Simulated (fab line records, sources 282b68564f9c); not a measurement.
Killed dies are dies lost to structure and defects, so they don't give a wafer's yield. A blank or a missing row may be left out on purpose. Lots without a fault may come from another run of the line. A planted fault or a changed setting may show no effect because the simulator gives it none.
fab line records | flow rit_cmos
record lots=6 wafers=18 last_day=7
route steps=202 shown PRETRO@64 GATE@75 M1@202
lots that met no fault: from a run of the same line without faults
start_h: hours from the record's first day to the start of the lot's first wafer shown | wait_h: hours since the lot's step before | " the same as in the row above | L1.1+2: a row that stands for several wafers | - no value, or no start given | * or withheld: withheld | < > ~ a bound
route shown NAME@n: a module of which the file shows steps, and the number in the route of the first | usual: mean/standard deviation of fault-free wafers | same: alike in all rows | chamber/n: place in a boat | sites: the reading at each site | _std_site: their standard deviation | _edge_site: outer sites' mean less inner sites' | radius_mm: how far each site lies from the wafer's centre | mask NAME#n: copy n | behind: the tool/chamber that last shaped the wafer | hold: why the lot was held/for how many hours/how that ended | device: the transistor (n, p or np) that didn't switch | end of line: the same wafers' tests at the end of the route | a step without rows: its recipe alone | killed: dies lost to structure and defects at the first sort, not the wafer's yield | map: a wafer's dies, x killed, . not, _ none there
set.NAME: the setting as run; set.NAME@STEP: as run at that earlier step | model.NAME: the simulator's own value behind a step, which no gauge read
lots at some steps of the route; a table a step, a row a wafer
services: from which hour (start_h, from the record's first day; less than 0 if before it) a tool's chamber was out of use, for how many hours, and why
## steps
# step RIT_PRETRO_HMDS_00
# recipe prime_time_s=60 prime_temp_c=140
# step RIT_PRETRO_COAT_01
# recipe resist=NOVOLAK spin_rpm=2000 resist_thk_nm=1300
# step RIT_PRETRO_SOFTBAKE_02
# recipe resist=NOVOLAK temp_c=90 time_s=60
# step RIT_PRETRO_EXPOSE_03
# recipe mask_id=M5 na=0.57 target_cd_nm=43700 dose_mj=250
# step RIT_PRETRO_PEB_04
# recipe resist=NOVOLAK temp_c=withheld time_s=withheld
# step RIT_PRETRO_DEVELOP_05
# recipe resist=NOVOLAK develop_time_s=68 dev_temp_c=23
# step RIT_PRETRO_OVL_MEAS_06
# usual PRETRO_OVL=2.1/1.3
# columns lot.wafer tool chamber start_h wait_h PRETRO_OVL[nm]
L217.1 overlay-02 - 80.25 - 3.0
L217.3 " - " " 1.9
L217.6 " - " " 3.0
L218.2 overlay-02 - 85.54 - 0.9
L218.5 " - " " 1.2
L218.6 " - " " 2.7
L223.1 overlay-02 - 112.79 - -1.2
L223.2 " - " " -0.6
L223.3 " - " " 1.7
L224.3 overlay-02 - 116.40 - 2.6
L224.4 " - " " 2.4
L224.6 " - " " 1.9
L227.1 overlay-02 - 132.99 - 1.5
L227.2 " - " " 0.8
L227.3 " - " " -0.2
L228.1 overlay-02 - 136.82 - 2.4
L228.2 " - " " 0.8
L228.4 " - " " 0.9
# step RIT_PRETRO_HARDBAKE_07
# recipe resist=NOVOLAK temp_c=140 time_s=120
# step RIT_PRETRO_IMPLANT_08
# recipe species=B energy_kev=45 dose_cm2=1.2e+13 tilt_deg=7
# step RIT_PRETRO_STRIP_09
# recipe chemistry=O2 time_s=180 resist=NOVOLAK platen_temp_c=withheld power_w=500 pressure_mtorr=4000 o2_flow_sccm=4000
# usual drypump_motor_current_A=5.4/0.41 rf_refl_power_W=5.8/1.6
# columns lot.wafer tool chamber start_h wait_h drypump_motor_current_A rf_hours_counter_h rf_refl_power_W
L217.1 plasma_asher-03 0 80.69 0.1 4.9 41 5.8
L217.3 " 1 " " 5.9 - 4.5
L217.6 " 1 " " 5.9 - 4.9
L218.2 plasma_asher-01 0 85.97 0.1 5.7 29 5.1
L218.5 " 1 " " 4.9 - 5.4
L218.6 " 0 " " 5.8 - 4.9
L223.1 plasma_asher-01 1 113.22 0.1 4.9 32 5.4
L223.2 " 0 " " 5.7 32 4.7
L223.3 " 1 " " 4.9 - 5.3
L224.3 plasma_asher-03 1 116.88 0.1 5.9 - 4.8
L224.4 " 0 " " 4.9 - 6.2
L224.6 " 0 " " 4.9 - 5.7
L227.1 plasma_asher-01 1 133.43 0.1 4.9 34 5.6
L227.2 " 0 " " 5.7 34 4.7
L227.3 " 1 " " 4.9 - 5.6
L228.1 plasma_asher-03 1 137.25 0.1 5.9 47 4.8
L228.2 " 0 " " 4.9 47 5.8
L228.4 " 0 " " 4.9 - 6.2
# step RIT_PRETRO_TW_MEAS_10
# usual PRETRO_TW=476.1/2.7
# columns lot.wafer tool chamber start_h wait_h PRETRO_TW
L217.1 film_metro-01 - 80.86 0.1 473.4
L217.3 " - " " 472.3
L217.6 " - " " 473.8
L218.2 film_metro-01 - 86.16 0.1 475.5
L218.5 " - " " 475.6
L218.6 " - " " 472.5
L223.1 film_metro-01 - 113.40 0.1 475.8
L223.2 " - " " 479.3
L223.3 " - " " 478.0
L224.3 film_metro-04 - 117.02 0.1 476.6
L224.4 " - " " 478.0
L224.6 " - " " 480.2
L227.1 film_metro-02 - 133.61 0.1 475.1
L227.2 " - " " 476.0
L227.3 " - " " 475.6
L228.1 film_metro-02 - 137.43 0.1 474.9
L228.2 " - " " 473.2
L228.4 " - " " 473.7
# step RIT_GATE_WET_ETCH_00
# recipe chemistry=BOE target=SiO2 target_depth_nm=56 time_s=60 dry=n2_spin dilution=10:1 temp_c=21.5
# step RIT_GATE_CLEAN_01
# recipe chemistry=SC1 mix=3:3:50 time_s=600 temp_c=75
# usual bath_guard_temp_C=75.2/0.59 bath_heat_duty_pct=15.9/1.8
# columns lot.wafer tool chamber start_h wait_h bath_guard_temp_C bath_heat_duty_pct
L217.1 wet_bench-03 3 80.95 0.0 75.4 15.5
L217.3 " 3 " " 75.4 18.9
L217.6 " 3 " " 75.1 18.4
L218.2 wet_bench-04 3 86.23 0.0 75.4 15.3
L218.5 " 3 " " 74.7 14.1
L218.6 " 3 " " 75.2 14.9
L223.1 wet_bench-03 2 113.48 0.0 - -
L223.2 " 2 " " - -
L223.3 " 2 " " - -
L224.3 wet_bench-03 2 117.08 0.0 - -
L224.4 " 2 " " - -
L224.6 " 2 " " - -
L227.1 wet_bench-02 0 133.76 0.0 75.7 13.2
L227.2 " 0 " " 75.7 15.7
L227.3 " 0 " " 75.6 15.9
L228.1 wet_bench-02 1 137.51 0.0 74.9 15.1
L228.2 " 1 " " 75.5 15.3
L228.4 " 1 " " 75.6 17.1
# step RIT_GATE_CLEAN_02
# recipe chemistry=dHF dilution=50:1 time_s=30
# step RIT_M1_PROBE_99
# usual killed_at_front_end=7/3 killed_dies=7/3 killed_on_rim=1.8/1.3 killed_open=3.5/2 killed_short=3.6/2.1
# same gross_dies=264 killed_at_M0_to_M3=0 killed_at_M4_up=0 killed_at_back_side=0 killed_at_contacts=0 killed_at_other=0
# columns lot.wafer tool chamber start_h wait_h killed_at_front_end killed_dies killed_on_rim killed_open killed_short
L217.1 prober-01 - 108.14 0.1 6 6 3 5 1
L217.3 prober-01 - 108.24 0.2 7 7 4 5 2
L217.6 prober-01 - 108.39 0.2 10 10 2 4 6
L218.2 prober-02 - 113.80 0.1 8 8 4 2 6
L218.5 prober-02 - 113.95 0.2 8 8 3 6 2
L218.6 prober-02 - 114.00 0.2 10 10 1 4 6
L223.1 prober-01 - 139.22 0.1 6 6 2 1 5
L223.2 prober-01 - 139.27 0.1 4 4 1 1 3
L223.3 prober-01 - 139.32 0.2 11 11 2 6 5
L224.3 prober-02 - 141.83 0.2 8 8 0 3 5
L224.4 prober-02 - 141.88 0.2 8 8 2 4 4
L224.6 prober-02 - 141.98 0.2 5 5 2 3 2
L227.1 prober-02 - 161.43 0.1 8 8 0 3 5
L227.2 prober-02 - 161.48 0.1 4 4 0 2 2
L227.3 prober-02 - 161.53 0.2 10 10 2 4 6
L228.1 prober-01 - 167.48 0.1 6 6 2 3 3
L228.2 prober-01 - 167.53 0.1 9 9 1 7 2
L228.4 prober-01 - 167.63 0.2 8 8 2 4 4
# killed by level:class
L217.1 GATE:geometric_particle:open=3 FOX1:geometric_particle:short=1 REOX:geometric_particle:open=1 SILICIDE:geometric_particle:open=1
L217.3 GATE:geometric_particle:open=3 REOX:geometric_particle:open=2 FOX1:geometric_particle:short=1 GATE:geometric_particle:short=1
L217.6 GATE:geometric_particle:short=4 GATE:geometric_particle:open=3 FOX1:geometric_particle:open=1 FOX1:geometric_particle:short=1 SILICIDE:geometric_particle:short=1
L218.2 GATE:geometric_particle:short=5 FOX2:geometric_particle:short=1 FOX2:geometric_particle:open=1 GATE:geometric_particle:open=1
L218.5 FOX2:geometric_particle:open=2 GATE:geometric_particle:short=2 REOX:geometric_particle:open=2 FOX1:geometric_particle:open=1 GATE:geometric_particle:open=1
L218.6 GATE:geometric_particle:short=3 FOX1:geometric_particle:short=2 GATE:geometric_particle:open=1 REOX:geometric_particle:open=1 SPACER:geometric_particle:open=1 SILICIDE:geometric_particle:open=1 SILICIDE:geometric_particle:short=1
L223.1 FOX1:geometric_particle:short=2 REOX:geometric_particle:short=2 FOX2:geometric_particle:short=1 REOX:geometric_particle:open=1
L223.2 GATE:geometric_particle:short=2 SPACER:geometric_particle:short=1 SPACER:geometric_particle:open=1
L223.3 SPACER:geometric_particle:short=4 GATE:geometric_particle:open=3 SPACER:geometric_particle:open=2 FOX1:geometric_particle:short=1 REOX:geometric_particle:open=1
L224.3 SPACER:geometric_particle:short=2 FOX1:geometric_particle:short=1 GATE:geometric_particle:short=1 GATE:geometric_particle:open=1 REOX:geometric_particle:short=1 SPACER:geometric_particle:open=1 SILICIDE:geometric_particle:open=1
L224.4 FOX1:geometric_particle:open=2 GATE:geometric_particle:short=2 GATE:geometric_particle:open=1 REOX:geometric_particle:short=1 SPACER:geometric_particle:short=1 SPACER:geometric_particle:open=1
L224.6 SPACER:geometric_particle:open=2 FOX1:geometric_particle:open=1 SPACER:geometric_particle:short=1 SILICIDE:geometric_particle:short=1
L227.1 FOX2:geometric_particle:short=2 GATE:geometric_particle:short=2 SPACER:geometric_particle:open=2 SILICIDE:geometric_particle:open=1 SILICIDE:geometric_particle:short=1
L227.2 FOX1:geometric_particle:open=1 GATE:geometric_particle:open=1 GATE:geometric_particle:short=1 SILICIDE:geometric_particle:short=1
L227.3 GATE:geometric_particle:short=2 SPACER:geometric_particle:open=2 SILICIDE:geometric_particle:short=2 ACTIVE:geometric_particle:short=1 GATE:geometric_particle:open=1 REOX:geometric_particle:open=1 REOX:geometric_particle:short=1
L228.1 REOX:geometric_particle:short=2 FOX2:geometric_particle:open=1 GATE:geometric_particle:open=1 REOX:geometric_particle:open=1 SILICIDE:geometric_particle:short=1
L228.2 SILICIDE:geometric_particle:open=3 SILICIDE:geometric_particle:short=2 FOX2:geometric_particle:open=1 GATE:geometric_particle:open=1 REOX:geometric_particle:open=1 SPACER:geometric_particle:open=1
L228.4 GATE:geometric_particle:short=2 FOX1:geometric_particle:open=1 REOX:geometric_particle:open=1 SPACER:geometric_particle:short=1 SPACER:geometric_particle:open=1 SILICIDE:geometric_particle:short=1 SILICIDE:geometric_particle:open=1
## services
# columns tool chamber start_h hours kind
plasma_asher-01 - 98.37 0.4 repair
plasma_asher-01 - 103.03 2.8 pm
## key
first_sign step=RIT_GATE_CLEAN_01 reading=tool_record direction=missing
effect none on later readings
met_at RIT_GATE_CLEAN_01
struck_wafers L223.1,L223.2,L223.3,L224.3,L224.4,L224.6
tester_left_out L223,L224
onset_between 80.95 113.48
fault kind=skipped_step_whole tool=wet_bench-03 chamber=- onset_h=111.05 steps=RIT_GATE_CLEAN_01 scope=struck_lots_only
# tester_left_out: of these lots the tester's yield and bins aren't shown, on N5 and GAA mostly nor the transistor test; their killed dies are dies lost to structure and defects alone, not to doping, threshold or leakage, so they don't give the yield
